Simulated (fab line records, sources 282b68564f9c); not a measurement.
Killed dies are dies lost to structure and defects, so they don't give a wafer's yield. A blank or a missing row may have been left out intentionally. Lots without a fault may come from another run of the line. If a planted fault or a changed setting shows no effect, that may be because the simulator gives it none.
A lot that was struck, set against a sound lot || flow ritCmos || 17 out of 202 route steps
Sound: the wafers L458.1, L458.2, L458.6. Wafers struck: L472.2, L472.3, L472.5. Last of all comes the cause.
For every step that has rows: the tool of each side, followed by ch and its chambers, followed by its first start. Under that, the readings that differ: sound wafers || struck wafers || difference of the means || sigmas: that difference in standard deviations of wafers without a fault.
alike: readings whose means differ by less than 2 such deviations, and words and numbers that are the same on both sides. not compared: withheld readings, readings that some wafer has no value for, bounds like >300 that may hide the same value, and numbers for which the record gives no deviation and whose values overlap.
Wherever a step has rows on one side only, a row that says differs or no value, or a row with sigmas, the two part there. Numbers that don't overlap but have no deviation are shown without sigmas and don't part them. A reading missing from all wafers of one side parts the sides only when that side holds two or more wafers.

first, 1 step without rows for these wafers: RIT_PRETRO_DEVELOP_05 (develop time 68 s).
RIT_PRETRO_OVL_MEAS_06:
  sound on overlay-02, day 3 08:07; struck on overlay-01, day 6 06:39
  alike: PRETRO_OVL
then, 2 steps without rows for these wafers: RIT_PRETRO_HARDBAKE_07 (time 120 s); RIT_PRETRO_IMPLANT_08.
RIT_PRETRO_STRIP_09: strips in O2, time 180 s.
  sound on plasmaAsher-02 ch 0,1, day 3 08:34; struck on plasmaAsher-01 ch 0,1, day 6 07:05
  alike: drypumpMotorCurrentA
  not compared: rfHoursCounterH
RIT_PRETRO_TW_MEAS_10:
  sound on filmMetro-03, day 3 08:44; struck on filmMetro-03, day 6 07:16
  alike: PRETRO_TW
then, 5 steps without rows for these wafers: RIT_GATE_WET_ETCH_00 (etches SiO2 in BOE, target depth 56 nm, time 60 s); RIT_GATE_CLEAN_01 (cleans in SC1, time 600 s); RIT_GATE_CLEAN_02 (cleans in dHF, time 30 s); RIT_GATE_CLEAN_03 (cleans in SC2, time 600 s); RIT_GATE_CLEAN_04 (cleans in dHF, time 60 s).
RIT_FOX2_THK_MEAS_91:
  sound on filmMetro-01, day 3 09:17; struck on filmMetro-03, day 6 07:46
{"reading": "FIELD_OXIDE_LEFT_2_THK (nm)", "sound": "267 266 262", "struck": "249 251 251", "difference": -15, "sigmas": -2}
RIT_GATE_OXIDATION_05: target thk 3 nm, ox time 270 s.
  sound on furnace-02 ch 0, day 3 09:34; struck on furnace-02 ch 0, day 6 07:49
{"reading": "model.SiO2_of_GATE_OXIDATION_05.thkNm (nm)", "sound": "2.989 2.974 2.978", "struck": "3.511 3.41 3.432", "difference": "+0.471", "sigmas": ""}
  alike: spikeTcSourceC, tube_center_temp_C_max, zonePowerCentrePct
then, 1 step without rows for these wafers: RIT_GATE_ANNEAL_06 (time 600 s).
RIT_GATE_THK_MEAS_07:
  sound on filmMetro-03, day 3 10:53; struck on filmMetro-01, day 6 09:09
{"reading": "GATE_OXIDE_THK (nm)", "sound": "3.00 2.95 2.95", "struck": "3.46 3.44 3.42", "difference": "+0.47", "sigmas": "+9"}
then, 1 step without rows for these wafers: RIT_GATE_CVD_08 (deposits poly-Si from SiH4, target thk 250 nm, time 2220 s).
RIT_M1_PROBE_99:
  sound on prober-02, day 4 11:11; struck on prober-02, day 7 15:38
{"reading": "model.etest.pmos_0p3.rOnOhmUm", "sound": "6232 6110 6165", "struck": "7274 7044 6974", "difference": "+928", "sigmas": ""}
{"reading": "model.etest.pmosTurned.rOnOhmUm", "sound": "3316 3222 3228", "struck": "3739 3614 3564", "difference": "+384", "sigmas": ""}
{"reading": "model.etest.pmos_0p15.rOnOhmUm", "sound": "2741 2632 2651", "struck": "3053 2913 2857", "difference": "+266", "sigmas": ""}
{"reading": "model.etest.nmos_0p3.rOnOhmUm", "sound": "2182 2102 2142", "struck": "2472 2386 2358", "difference": "+263", "sigmas": ""}
{"reading": "model.etest.nmos_0p15.rOnOhmUm", "sound": "1134 1107 1102", "struck": "1218 1164 1164", "difference": "+68", "sigmas": ""}
{"reading": "model.etest.nmos_0p15.driveUaUm", "sound": "470.6 471.4 473.4", "struck": "413.4 435.5 435.4", "difference": -43.7, "sigmas": ""}
{"reading": "model.etest.nmosNarrow.driveUaUm", "sound": "217.1 221.5 219.4", "struck": "178.2 186.2 182.8", "difference": -36.9, "sigmas": ""}
{"reading": "model.etest.nmos_0p3.driveUaUm", "sound": "222.9 228.6 224.4", "struck": "181.2 189.8 187.6", "difference": -39.1, "sigmas": ""}
  alike: killedAtContacts, killedAtFrontEnd, killedDies, killedOpen, killedShort

== WHERE THEY PART ==
At RIT_FOX2_THK_MEAS_91 first; at RIT_GATE_THK_MEAS_07 last (within this record only). Later steps at which nothing parts them and some readings are alike: RIT_M1_PROBE_99.

WHY: what the simulator had put in
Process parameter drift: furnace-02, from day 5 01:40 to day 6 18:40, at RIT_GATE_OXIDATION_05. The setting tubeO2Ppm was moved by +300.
